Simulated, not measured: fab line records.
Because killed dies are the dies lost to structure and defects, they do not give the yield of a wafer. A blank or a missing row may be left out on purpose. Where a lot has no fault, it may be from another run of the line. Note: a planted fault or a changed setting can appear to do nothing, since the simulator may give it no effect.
Which tool was responsible? | flow rit_cmos | Sampling: 13 lots, 39 wafers, 5 of 202 route steps

## WHAT EACH GAUGE READ, for each wafer
RIT_FOX2_THK_MEAS_01.
lot  | measured    | on            | FOX2_OXIDE_THK (nm)
L480 | day 2 04:24 | film_metro-01 | 363 356 355
L481 | day 2 09:29 | film_metro-04 | 354 350 355
L482 | day 2 16:08 | film_metro-04 | 355 357 350
L483 | day 2 21:56 | film_metro-02 | 353 356 356
L484 | day 3 02:57 | film_metro-01 | 337 338 339
L485 | day 3 05:44 | film_metro-01 | 344 350 348
L486 | day 3 11:47 | film_metro-01 | 355 355 352
L491 | day 4 11:23 | film_metro-01 | 359 358 361
L495 | day 5 11:16 | film_metro-01 | 351 350 353
L496 | day 5 13:24 | film_metro-01 | 356 358 353
L497 | day 5 17:32 | film_metro-01 | 356 349 349
L499 | day 6 05:36 | film_metro-01 | 347 346 353
L500 | day 6 10:46 | film_metro-04 | 361 364 361

RIT_FOX2_THK_MEAS_90.
lot  | measured    | on            | FIELD_OXIDE_LEFT_1_THK (nm)
L480 | day 2 06:02 | film_metro-01 | 336 329 328
L481 | day 2 10:22 | film_metro-02 | 328 323 328
L482 | day 2 17:04 | film_metro-01 | 328 329 322
L483 | day 2 22:49 | film_metro-01 | 327 329 330
L484 | day 3 03:50 | film_metro-02 | 311 311 312
L485 | day 3 06:37 | film_metro-01 | 316 322 320
L486 | day 3 14:56 | film_metro-01 | 328 329 326
L491 | day 4 12:16 | film_metro-02 | 332 331 335
L495 | day 5 12:11 | film_metro-02 | 324 323 326
L496 | day 5 15:02 | film_metro-04 | 329 331 326
L497 | day 5 18:28 | film_metro-01 | 328 321 321
L499 | day 6 07:14 | film_metro-02 | 319 319 325
L500 | day 6 11:38 | film_metro-01 | 334 336 333

RIT_NLDD_OVL_MEAS_06.
lot  | measured    | on         | NLDD_OVL (nm)
L480 | day 3 03:43 | overlay-01 | 3.7 0.3 2.9
L481 | day 3 08:02 | overlay-01 | 0.8 0.5 1.0
L482 | day 3 14:34 | overlay-02 | 1.6 2.9 -0.6
L483 | day 3 23:08 | overlay-02 | 1.4 1.9 0.3
L484 | day 4 02:36 | overlay-02 | -1.1 2.2 -2.3
L485 | day 4 06:22 | overlay-01 | -2.5 -1.9 -0.5
L486 | day 4 13:42 | overlay-01 | 1.3 1.1 0.5
L491 | day 5 10:58 | overlay-02 | 0.7 0.4 1.1
L495 | day 6 11:36 | overlay-02 | 0.8 -0.5 -0.5
L496 | day 6 14:01 | overlay-01 | 1.1 -2.5 -1.6
L497 | day 6 19:14 | overlay-01 | 2.6 0.9 3.0
L499 | day 7 05:29 | overlay-02 | -1.4 -0.2 -1.9
L500 | day 7 11:49 | overlay-02 | 1.8 0.3 -0.4

RIT_CONTACT_THK_MEAS_01.
lot  | measured    | on            | CONTACT_TEOS_THK (nm)
L480 | day 3 13:02 | film_metro-03 | 398 401 407
L481 | day 3 17:08 | film_metro-01 | 396 406 402
L482 | day 3 23:53 | film_metro-03 | 395 400 397
L483 | day 4 08:28 | film_metro-01 | 395 403 400
L484 | day 4 12:07 | film_metro-03 | 394 399 400
L485 | day 4 15:38 | film_metro-01 | 401 403 410
L486 | day 4 23:44 | film_metro-01 | 398 394 400
L491 | day 5 21:22 | film_metro-02 | 395 406 407
L495 | day 6 20:43 | film_metro-01 | 396 553 397 396 553 397
L496 | day 7 00:19 | film_metro-03 | 392 402 407
L497 | day 7 04:20 | film_metro-01 | 394 396 396
L499 | day 7 14:42 | film_metro-01 | 395 401 400
L500 | day 7 21:10 | film_metro-02 | 397 402 398

## WHAT TOOL EACH LOT RAN ON (gives the tool, then ch and the chambers of the sampled wafers, and finally the start)
lot  | RIT_CONTACT_CVD_00
L480 | pecvd-01 ch 0,1,2, day 3 12:59
L481 | pecvd-04 ch 0,1,2, day 3 17:05
L482 | pecvd-03 ch 0,1, day 3 23:50
L483 | pecvd-01 ch 0,1,2, day 4 08:25
L484 | pecvd-04 ch 1,2, day 4 12:02
L485 | pecvd-03 ch 1,2, day 4 15:34
L486 | pecvd-01 ch 0,2, day 4 23:41
L491 | pecvd-03 ch 0,1,2, day 5 21:19
L495 | pecvd-01 ch 0,1, day 6 20:39
L496 | pecvd-04 ch 0,1, day 7 00:16
L497 | pecvd-03 ch 0,1,2, day 7 04:17
L499 | pecvd-04 ch 0,2, day 7 14:37
L500 | pecvd-03 ch 0,2, day 7 21:07
- RIT_CONTACT_CVD_00: deposits SiO2 from TEOS, target thk 400 nm, time 61 s.

## AS READ BY THE TOOLS THEMSELVES (means over the sampled wafers that have a number; for cases with no such wafer, the mark the record gives instead)
RIT_CONTACT_CVD_00.
lot  | tool     | heater_power_w (W) | run_length_s (s)
L480 | pecvd-01 | 291                | 88.6
L481 | pecvd-04 | 266                | 89.5
L482 | pecvd-03 | 371                | 88.4
L483 | pecvd-01 | 326                | 88.8
L484 | pecvd-04 | 246                | 89.9
L485 | pecvd-03 | 397                | 88.5
L486 | pecvd-01 | 272                | 88.3
L491 | pecvd-03 | 339                | 88.7
L495 | pecvd-01 | 327                | 96.8
L496 | pecvd-04 | 250                | 89.7
L497 | pecvd-03 | 370                | 88.3
L499 | pecvd-04 | 268                | 89.3
L500 | pecvd-03 | 378                | 88.9

## THE ANSWER, worked out from the rows above alone
Rule: usual is defined by the lots themselves. The widest of any qualifying gaps counts: lots, ordered by their means at a reading, are off when they make up no more than a third of the lots, leave a main group of 4 or more, and stand apart from it by 3 or more times the standard deviation of that group's means. The tables above print the reading to a certain number of digits; a main group whose means all agree to those digits is not used. Also off: a lot with no number at a reading for which 4 or more lots have one. All remaining lots with rows at the step are treated as sound. Order of review: gauges by route order, followed by the tools' own readings, for which a lot's mean as printed above is used. At the first step where some lot is off, the reading lying furthest off is the one used; lots without a number count as furthest.
Off: at RIT_CONTACT_THK_MEAS_01 (CONTACT_TEOS_THK), L495. For the main group the mean is 400 nm and the standard deviation 2.5.
A tool fits if, at a process step before that reading, it ran every lot that is off, and no sound lot after the first of them. The gauges at RIT_CONTACT_THK_MEAS_01 aren't tried: what is off there is off at RIT_CONTACT_CVD_00 too, on other tools, and a gauge's error can't cause that. One fits: RIT_CONTACT_CVD_00 on pecvd-01. A fault onset in the window from L486 (day 4 23:41, its last sound lot) to L495 (day 6 20:39, its first lot off) fits.
On the lots that are off, the tool's own readings at RIT_CONTACT_CVD_00 differ by more than 5 times the standard deviation of the sound lots' means, which bears it out; run_length_s reads 96.8 s there versus 88.9 s on the sound lots.

## WHAT HAD BEEN PUT IN BY THE SIMULATOR
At RIT_CONTACT_CVD_00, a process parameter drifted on pecvd-01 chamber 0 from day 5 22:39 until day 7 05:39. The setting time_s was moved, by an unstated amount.
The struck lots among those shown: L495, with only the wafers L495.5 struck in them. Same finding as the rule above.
